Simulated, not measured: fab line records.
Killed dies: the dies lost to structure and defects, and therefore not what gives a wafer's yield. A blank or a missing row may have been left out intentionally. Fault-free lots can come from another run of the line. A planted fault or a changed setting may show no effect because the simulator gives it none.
What tool caused it? | flow berkeleyCmos170 | 30 wafers from 10 lots sampled at 3 of the route's 331 steps

## WHAT THE GAUGES SHOWED, per wafer
UCB170_PLDD_TW_MEAS_11.
lot  | measured     | on           | PLDD_TW
L999 | day 6 18:11  | filmMetro-04 | 1012 1009 1015
L998 | day 6 18:44  | filmMetro-04 | 1014 1014 1021
L103 | day 7 07:24  | filmMetro-01 | 1019 1015 1020
L104 | day 7 14:49  | filmMetro-04 | 1020 1009 1012
L105 | day 8 05:25  | filmMetro-03 | 1404 1404 1407
L109 | day 8 08:34  | filmMetro-03 | 1407 1398 1400
L112 | day 9 02:14  | filmMetro-03 | 1000 998 994
L117 | day 10 00:41 | filmMetro-01 | 1017 1017 1020
L118 | day 10 01:02 | filmMetro-03 | 997 996 996
L121 | day 11 11:50 | filmMetro-04 | 1008 1010 1011

UCB170_SDANNEAL_RS_MEAS_04: measurement is done with a four-point probe.
lot  | measured     | on           | PLDD_RS (ohm/sq)
L999 | day 7 05:24  | filmMetro-03 | 1035 1032 1036
L998 | day 7 05:14  | filmMetro-01 | 1034 1034 1033
L103 | day 7 17:34  | filmMetro-01 | 1031 1032 1032
L104 | day 8 01:04  | filmMetro-03 | 1029 1030 1032
L105 | day 8 23:03  | filmMetro-03 | 461 462 461
L109 | day 8 23:32  | filmMetro-01 | 463 463 462
L112 | day 9 14:13  | filmMetro-01 | 1035 1033 1033
L117 | day 10 13:46 | filmMetro-01 | 1035 1034 1034
L118 | day 10 14:31 | filmMetro-03 | 1031 1028 1031
L121 | day 12 01:34 | filmMetro-03 | 1033 1033 1032

## WHAT TOOL EACH LOT RAN ON (gives the tool, then ch and the chambers of the sampled wafers, and finally the start)
lot  | UCB170_PLDD_IMPLANT_08
L999 | implanter-04 ch 0, day 6 17:47
L998 | implanter-02 ch 0, day 6 18:20
L103 | implanter-01 ch 0, day 7 07:01
L104 | implanter-01 ch 0, day 7 14:25
L105 | implanter-04 ch 0, day 8 05:01
L109 | implanter-04 ch 0, day 8 08:11
L112 | implanter-01 ch 0, day 9 01:52
L117 | implanter-01 ch 0, day 10 00:18
L118 | implanter-01 ch 0, day 10 00:40
L121 | implanter-01 ch 0, day 11 11:28
- UCB170_PLDD_IMPLANT_08

## WHAT THE TOOLS THEMSELVES READ (means of the sampled wafers that have a number; where no wafer has one, the mark that the record gives instead)
UCB170_PLDD_IMPLANT_08.
lot  | tool         | beamOnS (s) | doseIonsCm2 | faradayCurrentUA
L999 | implanter-04 | 9.97        | 5e+13       | 159
L998 | implanter-02 | 10.22       | 5e+13       | 155
L103 | implanter-01 | 9.98        | 5e+13       | 159
L104 | implanter-01 | 10.10       | 5e+13       | 157
L105 | implanter-04 | 41.06       | 3e+14       | 193
L109 | implanter-04 | 39.64       | 2e+14       | 200
L112 | implanter-01 | 9.83        | 5e+13       | 162
L117 | implanter-01 | 9.85        | 5e+13       | 160
L118 | implanter-01 | 9.98        | 5e+13       | 159
L121 | implanter-01 | 9.85        | 5e+13       | 161

## THE ANSWER, worked out from the rows above alone
Rule: the lots themselves supply what counts as usual. Put in order of their means at a reading, lots are off if they are a third of the lots or fewer, leave a main group of 4 or more, and stand apart from it by a gap of 3 or more times the standard deviation of the main group's means; of several such gaps the widest counts. A main group whose means are all the same, to the digits that the tables above print for the reading, isn't used. Also off: a lot with no number at a reading for which 4 or more lots have one. Any other lot the step has rows for is counted as sound. Order of review: gauges by route order, followed by the tools' own readings, for which a lot's mean as printed above is used. The first step at which some lot is off is used, and at that step the reading that is off furthest; a lot without a number counts as furthest.
Off: L105, L109, at UCB170_PLDD_TW_MEAS_11 (PLDD_TW). The main group has a mean of 1010 with a standard deviation of 8.2.
If a tool, at a process step before that reading, ran all the lots that are off and no sound lot after the first of them, it fits. The gauges at UCB170_PLDD_TW_MEAS_11 aren't tried: what is off there is off at UCB170_PLDD_IMPLANT_08 too, on other tools, and a gauge's error can't cause that. One fits: implanter-04 at UCB170_PLDD_IMPLANT_08. Its last sound lot is L999 (day 6 17:47), its first lot that is off L105 (day 8 05:01): a fault that began between those two fits.
The tool's own readings at UCB170_PLDD_IMPLANT_08 bear it out: on the lots that are off they differ by more than 5 times the standard deviation of the sound lots' means. beamOnS reads 40.35 s there against 9.97 s on the sound lots; doseIonsCm2 reads 2e+14 there against 5e+13 on the sound lots; faradayCurrentUA reads 196 there against 159 on the sound lots.

## WHAT THE SIMULATOR PUT IN
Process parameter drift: implanter-04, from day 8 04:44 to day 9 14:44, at UCB170_PLDD_IMPLANT_08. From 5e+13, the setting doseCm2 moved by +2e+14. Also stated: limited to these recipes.
Shown lots that were struck: L105, L109. The rule above found the same.
